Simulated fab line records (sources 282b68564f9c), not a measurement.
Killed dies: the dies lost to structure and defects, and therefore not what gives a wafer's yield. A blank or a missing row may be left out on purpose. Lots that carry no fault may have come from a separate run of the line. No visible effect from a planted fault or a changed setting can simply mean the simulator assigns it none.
fab line records -- flow rit_cmos
record: lots: 5, wafers: 23
route steps=202 shown ACTIVE@7 NWELL@36 PWELL@40 PRETRO@66 GATE@84 REOX@98 NLDD@104 PLDD@115 CONTACT@172
start_h: start of the lot's first displayed wafer, in hours after the record's first day -- wait_h: hours elapsed since this lot's preceding step -- " as in the row above -- L1.1+2: a single row standing in for several wafers -- - value missing, or start not given -- * or withheld: withheld -- < > ~ a bound
route shown NAME@n: a module of which the file shows steps, and the number in the route of the first -- usual: average and standard deviation across the fault-free wafers -- same: alike in all rows -- chamber/n: place in a boat -- sites: per-site readings -- _std_site: the standard deviation of these -- _edge_site: outer sites' mean less inner sites' -- radius_mm: for every site, how far away it sits from the centre of the wafer -- mask NAME#n: copy n -- behind: the last tool/chamber to shape the wafer -- hold: why the lot went on hold/how many hours it stayed there/how the hold came to an end -- device: the transistor (n, p or np) that didn't switch -- end of line: the route-end tests of the same wafers -- a step with no rows: only its recipe -- killed: the dies lost at the first sort to structure and to defects; this is not the yield of the wafer -- map: per-die view of a wafer (x killed, . not killed, _ where there is no die)
set.NAME: setting as actually run; set.NAME@STEP: the setting as run at that earlier step -- model.NAME: the simulator's own value behind a step, which no gauge read
lots with deliberately changed settings; one table per step, one row per wafer
== steps ==
step: RIT_ACTIVE_COAT_06
recipe: resist: NOVOLAK, spin_rpm: 3250, resist_thk_nm: 1000
lot.wafer,tool,chamber,start_h,wait_h,set.spin_rpm,model.NOVOLAK_of_ACTIVE_COAT_06.thk_nm
L077.1,litho_track-03,0,28.93,0.1,3250,1004
L077.2,litho_track-03,0,28.93,0.1,3332,989.3
L077.4,litho_track-03,0,28.93,0.1,3332,991.1
L077.5,litho_track-03,0,28.93,0.1,3250,1005
L077.6,litho_track-03,0,28.93,0.1,3332,988.8
L079.1+4,litho_track-02,0,40.78,0.1,3029,1042
L079.2,litho_track-02,0,40.78,0.1,3250,1006
L079.3,litho_track-02,0,40.78,0.1,3029,1041
L079.6,litho_track-02,0,40.78,0.1,3250,1007
L081.2,litho_track-03,0,48.85,0.1,3250,999.8
L081.5,litho_track-03,0,48.85,0.1,3250,1002
L081.6,litho_track-03,0,48.85,0.1,3250,997.4
L082.1,litho_track-03,0,53.74,0.1,3091,1029
L082.2,litho_track-03,0,53.74,0.1,3250,1001
L082.3,litho_track-03,0,53.74,0.1,3091,1027
L082.4,litho_track-03,0,53.74,0.1,3250,1004
L082.6,litho_track-03,0,53.74,0.1,3091,1030
L085.2,litho_track-04,0,68.77,0.1,3250,999.5
L085.3,litho_track-04,0,68.77,0.1,3108,1022
L085.4,litho_track-04,0,68.77,0.1,3250,1002
L085.5,litho_track-04,0,68.77,0.1,3250,997.7
L085.6,litho_track-04,0,68.77,0.1,3108,1023
step: RIT_ACTIVE_SOFTBAKE_07
recipe: resist: NOVOLAK, temp_c: 90, time_s: 60
step: RIT_ACTIVE_EXPOSE_08
recipe: mask_id: M1, na: 0.6, source_shape: conventional, sigma_outer: 0.6, target_cd_nm: 1400, dose_mj: 219.9
step: RIT_ACTIVE_DEVELOP_10
recipe: resist: NOVOLAK, develop_time_s: 52.45, dev_temp_c: 23
step: RIT_ACTIVE_HARDBAKE_12
recipe: resist: NOVOLAK, temp_c: 140, time_s: 60
lot.wafer,tool,chamber,start_h,wait_h,set.spin_rpm@ACTIVE_COAT_06,model.NOVOLAK_of_ACTIVE_COAT_06.thk_nm
L077.1,litho_track-04,0,29.75,0.1,3250,887.6
L077.2,litho_track-04,0,29.75,0.1,3332,874.4
L077.4,litho_track-04,0,29.75,0.1,3332,875.9
L077.5,litho_track-04,0,29.75,0.1,3250,888.5
L077.6,litho_track-04,0,29.75,0.1,3332,873.9
L079.1,litho_track-03,0,41.72,0.1,3029,920.6
L079.2,litho_track-03,0,41.72,0.1,3250,889
L079.3,litho_track-03,0,41.72,0.1,3029,919.9
L079.4,litho_track-03,0,41.72,0.1,3029,920.4
L079.6,litho_track-03,0,41.72,0.1,3250,889.9
L081.2,litho_track-04,0,49.87,0.1,3250,883.6
L081.5,litho_track-04,0,49.87,0.1,3250,885.7
L081.6,litho_track-04,0,49.87,0.1,3250,881.5
L082.1,litho_track-03,0,54.68,0.1,3091,909.2
L082.2,litho_track-03,0,54.68,0.1,3250,884.4
L082.3,litho_track-03,0,54.68,0.1,3091,907.1
L082.4,litho_track-03,0,54.68,0.1,3250,887.4
L082.6,litho_track-03,0,54.68,0.1,3091,910.3
L085.2,litho_track-02,0,69.58,0.1,3250,883.3
L085.3,litho_track-02,0,69.58,0.1,3108,903.2
L085.4,litho_track-02,0,69.58,0.1,3250,885.3
L085.5,litho_track-02,0,69.58,0.1,3250,881.7
L085.6,litho_track-02,0,69.58,0.1,3108,903.7
step: RIT_NWELL_IMPLANT_08
recipe: species: P, energy_kev: 170, dose_cm2: 5e+13, tilt_deg: 7
lot.wafer,tool,chamber,start_h,wait_h,set.energy_kev,model.implant.rp_nm,model.implant.drp_nm
L077.1+2,implanter-03,0,37.71,0.2,170,211.7,68.82
L077.4+5+6,implanter-03,0,37.71,0.2,164,204,67.03
L079.1+2+3+4+6,implanter-03,0,49.98,0.2,170,221.9,68.82
L081.2+5+6,implanter-03,0,56.03,0.2,170,214.1,68.82
L082.1+3,implanter-04,0,61.49,0.2,163,194.7,66.73
L082.2+4+6,implanter-04,0,61.49,0.2,170,203.2,68.82
L085.2+5+6,implanter-01,0,76.02,0.2,162.6,203.3,66.61
L085.3+4,implanter-01,0,76.02,0.2,170,212.9,68.82
step: RIT_PWELL_COAT_01
recipe: resist: NOVOLAK, spin_rpm: 2000, resist_thk_nm: 1300
lot.wafer,tool,chamber,start_h,wait_h,set.resist_thk_nm,model.NOVOLAK_of_PWELL_COAT_01.thk_nm
L077.1+4+6,litho_track-03,0,38.24,0.1,1300,1302
L077.2+5,litho_track-03,0,38.24,0.1,1248,1249
L079.1,litho_track-01,0,50.51,0.1,1356,1360
L079.2,litho_track-01,0,50.51,0.1,1300,1305
L079.3,litho_track-01,0,50.51,0.1,1300,1308
L079.4,litho_track-01,0,50.51,0.1,1356,1364
L079.6,litho_track-01,0,50.51,0.1,1356,1358
L081.2+5,litho_track-02,0,56.56,0.1,1300,1299
L081.6,litho_track-02,0,56.56,0.1,1300,1297
L082.1+4,litho_track-02,0,62.03,0.1,1357,1361
L082.2,litho_track-02,0,62.03,0.1,1300,1297
L082.3,litho_track-02,0,62.03,0.1,1357,1356
L082.6,litho_track-02,0,62.03,0.1,1300,1302
L085.2,litho_track-01,0,76.55,0.1,1300,1297
L085.3,litho_track-01,0,76.55,0.1,1300,1302
L085.4+6,litho_track-01,0,76.55,0.1,1338,1339
L085.5,litho_track-01,0,76.55,0.1,1300,1301
step: RIT_PWELL_SOFTBAKE_02
recipe: resist: NOVOLAK, temp_c: 90, time_s: 60
step: RIT_PWELL_EXPOSE_03
recipe: mask_id: M3, na: 0.57, target_cd_nm: 43700, dose_mj: 250
step: RIT_PWELL_DEVELOP_05
recipe: resist: NOVOLAK, develop_time_s: 68, dev_temp_c: 23
step: RIT_PWELL_HARDBAKE_07
recipe: resist: NOVOLAK, temp_c: 140, time_s: 120
lot.wafer,tool,chamber,start_h,wait_h,set.resist_thk_nm@PWELL_COAT_01,model.NOVOLAK_of_PWELL_COAT_01.thk_nm
L077.1+4,litho_track-02,0,39.13,0.0,1300,1139
L077.2+5,litho_track-02,0,39.13,0.0,1248,1093
L077.6,litho_track-02,0,39.13,0.0,1300,1138
L079.1,litho_track-02,0,51.28,0.0,1356,1189
L079.2,litho_track-02,0,51.28,0.0,1300,1141
L079.3,litho_track-02,0,51.28,0.0,1300,1144
L079.4,litho_track-02,0,51.28,0.0,1356,1192
L079.6,litho_track-02,0,51.28,0.0,1356,1187
L081.2+5,litho_track-03,0,57.47,0.1,1300,1136
L081.6,litho_track-03,0,57.47,0.1,1300,1135
L082.1,litho_track-01,0,62.79,0.0,1357,1190
L082.2,litho_track-01,0,62.79,0.0,1300,1135
L082.3,litho_track-01,0,62.79,0.0,1357,1185
L082.4,litho_track-01,0,62.79,0.0,1357,1189
L082.6,litho_track-01,0,62.79,0.0,1300,1138
L085.2,litho_track-03,0,77.60,0.2,1300,1135
L085.3,litho_track-03,0,77.60,0.2,1300,1139
L085.4,litho_track-03,0,77.60,0.2,1338,1170
L085.5,litho_track-03,0,77.60,0.2,1300,1138
L085.6,litho_track-03,0,77.60,0.2,1338,1171
step: RIT_PWELL_IMPLANT_08
recipe: species: B, energy_kev: 170, dose_cm2: 7e+13, tilt_deg: 7
lot.wafer,tool,chamber,start_h,wait_h,set.energy_kev,model.implant.rp_nm,model.implant.drp_nm
L077.1+4,implanter-02,0,39.38,0.2,178.5,498.8,104.2
L077.2+5+6,implanter-02,0,39.38,0.2,170,480.3,102.9
L079.1+2+3+4+6,implanter-01,0,51.53,0.2,170,480.4,102.9
L081.2+5+6,implanter-02,0,57.71,0.2,170,479.6,102.9
L082.1+6,implanter-04,0,63.04,0.2,162.8,465,101.3
L082.2+3+4,implanter-04,0,63.04,0.2,170,480.3,102.9
L085.2+3,implanter-02,0,77.83,0.2,166.8,450.3,102.2
L085.4+5+6,implanter-02,0,77.83,0.2,170,456.7,102.9
step: RIT_PRETRO_SOFTBAKE_02
recipe: resist: NOVOLAK, temp_c: 90, time_s: 60
lot.wafer,tool,chamber,start_h,wait_h,set.temp_c,model.NOVOLAK_of_PRETRO_COAT_01.thk_nm
L077.1,litho_track-04,0,47.07,0.1,90,1301
L077.2,litho_track-04,0,47.07,0.1,90,1303
L077.4,litho_track-04,0,47.07,0.1,90,1297
L077.5,litho_track-04,0,47.07,0.1,92.52,1291
L077.6,litho_track-04,0,47.07,0.1,92.52,1290
L079.1,litho_track-02,0,59.51,0.1,90,1302
L079.2+6,litho_track-02,0,59.51,0.1,90,1300
L079.3,litho_track-02,0,59.51,0.1,90,1297
L079.4,litho_track-02,0,59.51,0.1,90,1299
L081.2,litho_track-03,0,66.12,0.1,90,1295
L081.5+6,litho_track-03,0,66.12,0.1,90,1299
L082.1,litho_track-04,0,70.99,0.1,92.2,1292
L082.2,litho_track-04,0,70.99,0.1,92.2,1289
L082.3,litho_track-04,0,70.99,0.1,92.2,1294
L082.4,litho_track-04,0,70.99,0.1,90,1299
L082.6,litho_track-04,0,70.99,0.1,90,1298
L085.2+4,litho_track-02,0,86.10,0.1,90,1298
L085.3,litho_track-02,0,86.10,0.1,91.2,1288
L085.5,litho_track-02,0,86.10,0.1,91.2,1292
L085.6,litho_track-02,0,86.10,0.1,91.2,1287
step: RIT_GATE_CVD_08
recipe: material: poly-Si, target_thk_nm: 250, temp_c: 610, precursor: SiH4, time_s: 2220, pressure_mtorr: 300, sih4_flow_sccm: 100
lot.wafer,tool,chamber,start_h,wait_h,set.time_s
L077.1+2+4+5+6,-,-,-,0.1,2399
L079.1+2+3+4+6,-,-,-,0.1,2220
L081.2+5+6,lpcvd-01,0,69.20,0.0,2220
L082.1+2+3+4+6,-,-,-,0.1,2052
L085.2+3+4+5+6,-,-,-,0.0,1942
step: RIT_GATE_ETCH_19
recipe: chemistry: SF6/CHF3/O2, time_s: 165, SF6_flow_sccm: 30, CHF3_flow_sccm: 30, O2_flow_sccm: 5, target: poly-Si, pressure_mtorr: 40, rf_w: 160, target_depth_a: 3125, over_etch_frac: 0.25, stop_on: SiO2
usual: oes_product_au: 0.846/0.01
lot.wafer,tool,chamber,start_h,wait_h,set.rf_w,set.time_s@GATE_CVD_08,oes_product_au
L077.1,rie_si-02,0,53.01,0.1,160,2399,0.902
L077.2,rie_si-02,1,53.01,0.1,146.7,2399,0.908
L077.4,rie_si-02,3,53.01,0.1,146.7,2399,0.905
L077.5,rie_si-02,1,53.01,0.1,160,2399,0.892
L077.6,rie_si-02,2,53.01,0.1,160,2399,0.896
L079.1,rie_si-02,3,65.81,0.1,160,2220,0.858
L079.2,rie_si-02,1,65.81,0.1,160,2220,0.843
L079.3,rie_si-02,0,65.81,0.1,160,2220,0.838
L079.4,rie_si-02,2,65.81,0.1,160,2220,0.842
L079.6,rie_si-02,0,65.81,0.1,160,2220,0.840
L081.2,rie_si-02,2,72.28,0.1,160,2220,0.846
L081.5,rie_si-02,0,72.28,0.1,160,2220,0.848
L081.6,rie_si-02,1,72.28,0.1,160,2220,0.858
L082.1,rie_si-01,2,77.90,0.1,160,2052,0.796
L082.2,rie_si-01,3,77.90,0.1,143.6,2052,0.813
L082.3,rie_si-01,1,77.90,0.1,143.6,2052,0.806
L082.4,rie_si-01,0,77.90,0.1,143.6,2052,0.802
L082.6,rie_si-01,3,77.90,0.1,160,2052,0.806
L085.2,rie_si-02,3,93.39,0.1,174,1942,0.793
L085.3,rie_si-02,1,93.39,0.1,160,1942,0.768
L085.4,rie_si-02,0,93.39,0.1,160,1942,0.787
L085.5,rie_si-02,3,93.39,0.1,174,1942,0.792
L085.6,rie_si-02,2,93.39,0.1,174,1942,0.770
step: RIT_GATE_STRIP_20
recipe: chemistry: O2, time_s: 180, resist: NOVOLAK, platen_temp_c: withheld, power_w: 500, pressure_mtorr: 4000, o2_flow_sccm: 4000
step: RIT_REOX_CLEAN_00
recipe: chemistry: SC1, mix: 3:3:50, time_s: 600, temp_c: 75
lot.wafer,tool,chamber,start_h,wait_h,set.time_s@GATE_CVD_08,model.poly-Si_of_GATE_CVD_08.thk_nm
L077.1,wet_bench-04,0,53.53,0.1,2399,266.1
L077.2,wet_bench-04,0,53.53,0.1,2399,265.7
L077.4,wet_bench-04,0,53.53,0.1,2399,264.2
L077.5,wet_bench-04,0,53.53,0.1,2399,262
L077.6,wet_bench-04,0,53.53,0.1,2399,264
L079.1,wet_bench-02,1,66.22,0.1,2220,242.7
L079.2,wet_bench-02,1,66.22,0.1,2220,241.6
L079.3,wet_bench-02,1,66.22,0.1,2220,242.1
L079.4,wet_bench-02,1,66.22,0.1,2220,243.4
L079.6,wet_bench-02,1,66.22,0.1,2220,240.6
L081.2,wet_bench-02,1,72.68,0.1,2220,243.9
L081.5,wet_bench-02,1,72.68,0.1,2220,243.7
L081.6,wet_bench-02,1,72.68,0.1,2220,246.5
L082.1,wet_bench-04,0,78.30,0.1,2052,228.3
L082.2,wet_bench-04,0,78.30,0.1,2052,224.9
L082.3,wet_bench-04,0,78.30,0.1,2052,225.9
L082.4+6,wet_bench-04,0,78.30,0.1,2052,225.1
L085.2,wet_bench-01,3,93.79,0.1,1942,213.1
L085.3,wet_bench-01,3,93.79,0.1,1942,213.6
L085.4,wet_bench-01,3,93.79,0.1,1942,214
L085.5,wet_bench-01,3,93.79,0.1,1942,215.8
L085.6,wet_bench-01,3,93.79,0.1,1942,214.6
step: RIT_NLDD_COAT_01
recipe: resist: NOVOLAK, spin_rpm: 3250, resist_thk_nm: 1000
lot.wafer,tool,chamber,start_h,wait_h,set.resist_thk_nm,model.NOVOLAK_of_NLDD_COAT_01.thk_nm
L077.1,litho_track-01,0,56.66,0.1,1000,998.4
L077.2,litho_track-01,0,56.66,0.1,1000,997
L077.4+5,litho_track-01,0,56.66,0.1,1000,994.8
L077.6,litho_track-01,0,56.66,0.1,1000,997.5
L079.1,litho_track-03,0,69.70,0.1,1000,1004
L079.2,litho_track-03,0,69.70,0.1,1041,1044
L079.3,litho_track-03,0,69.70,0.1,1041,1047
L079.4,litho_track-03,0,69.70,0.1,1000,1003
L079.6,litho_track-03,0,69.70,0.1,1041,1045
L081.2,litho_track-02,0,76.68,0.1,1000,994.1
L081.5,litho_track-02,0,76.68,0.1,1000,996.5
L081.6,litho_track-02,0,76.68,0.1,1000,997.5
L082.1,litho_track-02,0,81.43,0.1,965.4,964.4
L082.2,litho_track-02,0,81.43,0.1,1000,998
L082.3,litho_track-02,0,81.43,0.1,1000,998.9
L082.4,litho_track-02,0,81.43,0.1,965.4,967.3
L082.6,litho_track-02,0,81.43,0.1,965.4,966.8
L085.2,litho_track-02,0,97.65,0.1,1000,1001
L085.3,litho_track-02,0,97.65,0.1,1060,1063
L085.4,litho_track-02,0,97.65,0.1,1000,998.5
L085.5,litho_track-02,0,97.65,0.1,1000,1002
L085.6,litho_track-02,0,97.65,0.1,1060,1061
step: RIT_NLDD_SOFTBAKE_02
recipe: resist: NOVOLAK, temp_c: 90, time_s: 60
step: RIT_NLDD_EXPOSE_03
recipe: mask_id: M7, na: 0.57, target_cd_nm: 40700, dose_mj: 250
step: RIT_NLDD_DEVELOP_05
recipe: resist: NOVOLAK, develop_time_s: 50, dev_temp_c: 23
step: RIT_NLDD_HARDBAKE_07
recipe: resist: NOVOLAK, temp_c: 140, time_s: 60
lot.wafer,tool,chamber,start_h,wait_h,set.resist_thk_nm@NLDD_COAT_01,model.NOVOLAK_of_NLDD_COAT_01.thk_nm
L077.1,litho_track-01,0,57.40,0.0,1000,882.3
L077.2,litho_track-01,0,57.40,0.0,1000,881.2
L077.4+5,litho_track-01,0,57.40,0.0,1000,879.3
L077.6,litho_track-01,0,57.40,0.0,1000,881.5
L079.1,litho_track-03,0,70.57,0.0,1000,887.3
L079.2,litho_track-03,0,70.57,0.0,1041,922
L079.3,litho_track-03,0,70.57,0.0,1041,925.2
L079.4,litho_track-03,0,70.57,0.0,1000,886.3
L079.6,litho_track-03,0,70.57,0.0,1041,923.4
L081.2,litho_track-02,0,77.67,0.1,1000,878.6
L081.5,litho_track-02,0,77.67,0.1,1000,880.8
L081.6,litho_track-02,0,77.67,0.1,1000,881.6
L082.1,litho_track-02,0,82.16,0.0,965.4,852.7
L082.2,litho_track-02,0,82.16,0.0,1000,882
L082.3,litho_track-02,0,82.16,0.0,1000,882.8
L082.4,litho_track-02,0,82.16,0.0,965.4,855.2
L082.6,litho_track-02,0,82.16,0.0,965.4,854.7
L085.2,litho_track-01,0,98.38,0.0,1000,885
L085.3,litho_track-01,0,98.38,0.0,1060,939.2
L085.4,litho_track-01,0,98.38,0.0,1000,882.4
L085.5,litho_track-01,0,98.38,0.0,1000,885.7
L085.6,litho_track-01,0,98.38,0.0,1060,936.8
step: RIT_PLDD_COAT_01
recipe: resist: NOVOLAK, spin_rpm: 3250, resist_thk_nm: 1000
lot.wafer,tool,chamber,start_h,wait_h,set.resist_thk_nm,model.NOVOLAK_of_PLDD_COAT_01.thk_nm
L077.1,litho_track-02,0,58.08,0.1,1000,999.4
L077.2,litho_track-02,0,58.08,0.1,959.3,960.6
L077.4,litho_track-02,0,58.08,0.1,959.3,960
L077.5,litho_track-02,0,58.08,0.1,959.3,959
L077.6,litho_track-02,0,58.08,0.1,1000,997.7
L079.1,litho_track-02,0,71.26,0.1,940.8,947.1
L079.2,litho_track-02,0,71.26,0.1,940.8,945.7
L079.3,litho_track-02,0,71.26,0.1,1000,1007
L079.4,litho_track-02,0,71.26,0.1,1000,1006
L079.6,litho_track-02,0,71.26,0.1,940.8,945.2
L081.2,litho_track-01,0,78.35,0.1,1000,1007
L081.5,litho_track-01,0,78.35,0.1,1000,1006
L081.6,litho_track-01,0,78.35,0.1,1000,1005
L082.1,litho_track-01,0,82.94,0.1,1049,1053
L082.2,litho_track-01,0,82.94,0.1,1000,1004
L082.3,litho_track-01,0,82.94,0.1,1049,1052
L082.4,litho_track-01,0,82.94,0.1,1000,1002
L082.6,litho_track-01,0,82.94,0.1,1000,1001
L085.2,litho_track-02,0,99.07,0.1,1000,1004
L085.3,litho_track-02,0,99.07,0.1,1056,1058
L085.4+6,litho_track-02,0,99.07,0.1,1000,1001
L085.5,litho_track-02,0,99.07,0.1,1056,1056
step: RIT_PLDD_DEVELOP_05
recipe: resist: NOVOLAK, develop_time_s: 50, dev_temp_c: 23
lot.wafer,tool,chamber,start_h,wait_h,set.develop_time_s
L077.1+2+4+5+6,litho_track-04,0,-,-,50
L079.1+3+4,litho_track-01,0,-,-,57.32
L079.2+6,litho_track-01,0,-,-,50
L081.2+5+6,litho_track-04,0,-,-,50
L082.1+3+6,litho_track-02,0,-,-,50
L082.2+4,litho_track-02,0,-,-,43.87
L085.2+3,litho_track-01,0,-,-,54.18
L085.4+5+6,litho_track-01,0,-,-,50
step: RIT_PLDD_HARDBAKE_07
recipe: resist: NOVOLAK, temp_c: 140, time_s: 60
lot.wafer,tool,chamber,start_h,wait_h,set.resist_thk_nm@PLDD_COAT_01,model.NOVOLAK_of_PLDD_COAT_01.thk_nm
L077.1,litho_track-02,0,58.94,0.0,1000,883.3
L077.2,litho_track-02,0,58.94,0.0,959.3,849.2
L077.4,litho_track-02,0,58.94,0.0,959.3,848.7
L077.5,litho_track-02,0,58.94,0.0,959.3,847.8
L077.6,litho_track-02,0,58.94,0.0,1000,881.7
L079.1,litho_track-01,0,72.25,0.0,940.8,837.4
L079.2,litho_track-01,0,72.25,0.0,940.8,836.2
L079.3,litho_track-01,0,72.25,0.0,1000,889.6
L079.4,litho_track-01,0,72.25,0.0,1000,889.2
L079.6,litho_track-01,0,72.25,0.0,940.8,835.9
L081.2,litho_track-02,0,79.21,0.0,1000,890
L081.5,litho_track-02,0,79.21,0.0,1000,889.3
L081.6,litho_track-02,0,79.21,0.0,1000,887.9
L082.1,litho_track-02,0,83.80,0.0,1049,930
L082.2,litho_track-02,0,83.80,0.0,1000,887.1
L082.3,litho_track-02,0,83.80,0.0,1049,929
L082.4,litho_track-02,0,83.80,0.0,1000,885.9
L082.6,litho_track-02,0,83.80,0.0,1000,884.6
L085.2,litho_track-02,0,99.80,0.0,1000,887
L085.3,litho_track-02,0,99.80,0.0,1056,934.7
L085.4,litho_track-02,0,99.80,0.0,1000,884.9
L085.5,litho_track-02,0,99.80,0.0,1056,933.2
L085.6,litho_track-02,0,99.80,0.0,1000,884.8
step: RIT_CONTACT_SOFTBAKE_04
recipe: resist: NOVOLAK, temp_c: 90, time_s: 60
lot.wafer,tool,chamber,start_h,wait_h,set.temp_c
L077.1+2+4+5+6,litho_track-01,0,66.93,0.1,90
L079.1+6,litho_track-01,0,80.22,0.1,92.55
L079.2+3+4,litho_track-01,0,80.22,0.1,90
L081.2+5+6,litho_track-03,0,88.31,0.1,90
L082.1+2,litho_track-02,0,91.68,0.1,86.51
L082.3+4+6,litho_track-02,0,91.68,0.1,90
L085.2+4+5,litho_track-02,0,108.16,0.1,90
L085.3+6,litho_track-02,0,108.16,0.1,88.07
step: RIT_CONTACT_EXPOSE_05
recipe: mask_id: M11, na: 0.6, source_shape: conventional, sigma_outer: 0.5, target_cd_nm: 1000, dose_mj: 250
step: RIT_CONTACT_PEB_06
recipe: resist: NOVOLAK, temp_c: withheld, time_s: withheld
step: RIT_CONTACT_DEVELOP_07
recipe: resist: NOVOLAK, develop_time_s: 120, dev_temp_c: 21.94
lot.wafer,tool,chamber,start_h,wait_h,set.temp_c@CONTACT_SOFTBAKE_04,model.NOVOLAK_of_CONTACT_COAT_03.thk_nm
L077.1,litho_track-03,0,-,-,90,1002
L077.2+6,litho_track-03,0,-,-,90,1003
L077.4,litho_track-03,0,-,-,90,1004
L077.5,litho_track-03,0,-,-,90,1001
L079.1,litho_track-01,0,-,-,92.55,991.6
L079.2+4,litho_track-01,0,-,-,90,1002
L079.3,litho_track-01,0,-,-,90,1001
L079.6,litho_track-01,0,-,-,92.55,996.7
L081.2,litho_track-03,0,-,-,90,1002
L081.5+6,litho_track-03,0,-,-,90,1000
L082.1,litho_track-02,0,-,-,86.51,1009
L082.2,litho_track-02,0,-,-,86.51,1005
L082.3,litho_track-02,0,-,-,90,995.5
L082.4,litho_track-02,0,-,-,90,996.8
L082.6,litho_track-02,0,-,-,90,998.7
L085.2,litho_track-02,0,-,-,90,999.9
L085.3,litho_track-02,0,-,-,88.07,1004
L085.4,litho_track-02,0,-,-,90,998.2
L085.5,litho_track-02,0,-,-,90,997.5
L085.6,litho_track-02,0,-,-,88.07,1007
== key ==
split: step: RIT_ACTIVE_COAT_06, setting: spin_rpm, stated: 3250, by: wafer
response: step: RIT_ACTIVE_COAT_06, reading: model.NOVOLAK_of_ACTIVE_COAT_06.thk_nm, change: -5.29, per: 1%, r: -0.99
response: step: RIT_ACTIVE_HARDBAKE_12, reading: model.NOVOLAK_of_ACTIVE_COAT_06.thk_nm, change: -4.63, per: 1%, r: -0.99
split: step: RIT_NWELL_IMPLANT_08, setting: energy_kev, stated: 170, by: wafer
response: step: RIT_NWELL_IMPLANT_08, reading: model.implant.rp_nm, change: +2.15, per: 1%, r: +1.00
response: step: RIT_NWELL_IMPLANT_08, reading: model.implant.drp_nm, change: +0.509, per: 1%, r: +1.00
split: step: RIT_PWELL_COAT_01, setting: resist_thk_nm, stated: 1300, by: wafer
response: step: RIT_PWELL_COAT_01, reading: model.NOVOLAK_of_PWELL_COAT_01.thk_nm, change: +13.2, per: 1%, r: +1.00
response: step: RIT_PWELL_HARDBAKE_07, reading: model.NOVOLAK_of_PWELL_COAT_01.thk_nm, change: +11.4, per: 1%, r: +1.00
split: step: RIT_PWELL_IMPLANT_08, setting: energy_kev, stated: 170, by: wafer
response: step: RIT_PWELL_IMPLANT_08, reading: model.implant.rp_nm, change: +3.64, per: 1%, r: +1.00
response: step: RIT_PWELL_IMPLANT_08, reading: model.implant.drp_nm, change: +0.315, per: 1%, r: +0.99
split: step: RIT_PRETRO_SOFTBAKE_02, setting: temp_c, stated: 90, by: wafer
response: step: RIT_PRETRO_SOFTBAKE_02, reading: model.NOVOLAK_of_PRETRO_COAT_01.thk_nm, change: -3.62, per: 1%, r: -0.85
split: step: RIT_GATE_CVD_08, setting: time_s, stated: 2220, by: lot
response: step: RIT_GATE_ETCH_19, reading: oes_product_au, change: +0.00576, per: 1%, r: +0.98
response: step: RIT_REOX_CLEAN_00, reading: model.poly-Si_of_GATE_CVD_08.thk_nm, change: +2.42, per: 1%, r: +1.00
split: step: RIT_GATE_ETCH_19, setting: rf_w, stated: 160, by: wafer
response none clear
split: step: RIT_NLDD_COAT_01, setting: resist_thk_nm, stated: 1000, by: wafer
response: step: RIT_NLDD_COAT_01, reading: model.NOVOLAK_of_NLDD_COAT_01.thk_nm, change: +10.1, per: 1%, r: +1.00
response: step: RIT_NLDD_HARDBAKE_07, reading: model.NOVOLAK_of_NLDD_COAT_01.thk_nm, change: +8.8, per: 1%, r: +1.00
split: step: RIT_PLDD_COAT_01, setting: resist_thk_nm, stated: 1000, by: wafer
response: step: RIT_PLDD_COAT_01, reading: model.NOVOLAK_of_PLDD_COAT_01.thk_nm, change: +10, per: 1%, r: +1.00
response: step: RIT_PLDD_HARDBAKE_07, reading: model.NOVOLAK_of_PLDD_COAT_01.thk_nm, change: +8.75, per: 1%, r: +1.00
split: step: RIT_PLDD_DEVELOP_05, setting: develop_time_s, stated: 50, by: wafer
response none clear
split: step: RIT_CONTACT_SOFTBAKE_04, setting: temp_c, stated: 90, by: wafer
response: step: RIT_CONTACT_DEVELOP_07, reading: model.NOVOLAK_of_CONTACT_COAT_03.thk_nm, change: -2.67, per: 1%, r: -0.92
